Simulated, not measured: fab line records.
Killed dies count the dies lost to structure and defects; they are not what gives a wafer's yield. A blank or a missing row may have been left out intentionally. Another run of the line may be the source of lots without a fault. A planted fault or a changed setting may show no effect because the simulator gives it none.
One fault seen from 2 desks | flow rit-cmos | what lay behind the numbers comes last; until then each desk has only its own

== METROLOGY DESK ==
What the gauges read, lot by lot, whatever tool the lot ran on: means of the sampled wafers that have a number. A lot is out of limits, marked OUT, if its mean lies more than 4 standard deviations from the usual mean; the brackets give that distance.
Columns: A = ACTIVE_OXIDE_THK at RIT_ACTIVE_THK_MEAS_02, usual 47.0 nm; B = PRETRO_TW at RIT_PRETRO_TW_MEAS_10, usual 475.4
lot  | first seen here | A              | B
L879 | day 1 12:53     | 46.0           | 473.7
L881 | day 1 22:04     | 46.3           | 473.0
L882 | day 2 03:43     | 46.5           | 475.4
L884 | day 2 15:55     | 46.9           | 473.9
L885 | day 2 18:04     | 46.4           | 471.7
L886 | day 3 00:13     | 47.2           | 472.7
L888 | day 3 09:03     | 29.7 (-22) OUT | 474.3
L889 | day 3 14:08     | 30.0 (-22) OUT | 475.9
L890 | day 3 19:03     | 46.6           | 473.8
L896 | day 5 01:03     | 47.4           | 474.1
L897 | day 5 06:04     | 48.0           | 479.5
L898 | day 5 11:03     | 48.2           | 471.5
L901 | day 6 02:04     | 47.6           | 479.7
L902 | day 6 07:03     | 46.9           | 475.9
Finding of this desk: L888, L889 out of limits, first seen on L888 at day 3 09:03 (ACTIVE_OXIDE_THK at RIT_ACTIVE_THK_MEAS_02). L879, L881, L882, L884, L885, L886, L890, L896, L897, L898, L901, L902: within limits.

== DESK OF THE TOOL OWNER: furnace-02 ==
The tool's own readings at RIT_ACTIVE_OXIDATION_01 (target thk 46.8 nm, ox time 3360 s): means of the sampled wafers that have a number, for each lot that ran on this tool. A lot is out of limits, marked OUT, if its mean lies more than 4 standard deviations from the usual mean; the brackets give that distance.
Columns: A = ox-temp-c-max at RIT_ACTIVE_OXIDATION_01, usual 1005.2
lot  | first seen here | A
L884 | day 2 13:59     | 1003.9
L885 | day 2 16:07     | 1002.6
L888 | day 3 07:07     | 1004.3
L889 | day 3 12:12     | 1004.1
L901 | day 6 00:07     | 1004.1
Finding of this desk: none of the 5 lots has anything out of limits.

== PUT TOGETHER ==
L888, L889 would have let the metrology desk raise an alarm at day 3 09:03.
The desk of the tool owner found nothing out of limits.
Tool owner's desk: L888, L889 on record, inside its limits.
RIT_ACTIVE_OXIDATION_01 was run on furnace-02 by each of the lots named.

== WHAT WAS PUT IN BY THE SIMULATOR ==
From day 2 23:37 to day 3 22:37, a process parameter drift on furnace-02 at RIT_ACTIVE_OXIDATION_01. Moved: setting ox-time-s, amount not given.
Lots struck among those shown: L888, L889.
Per desk, hours elapsed from the start of the fault to the first reading out of limits: for the metrology desk, 9.
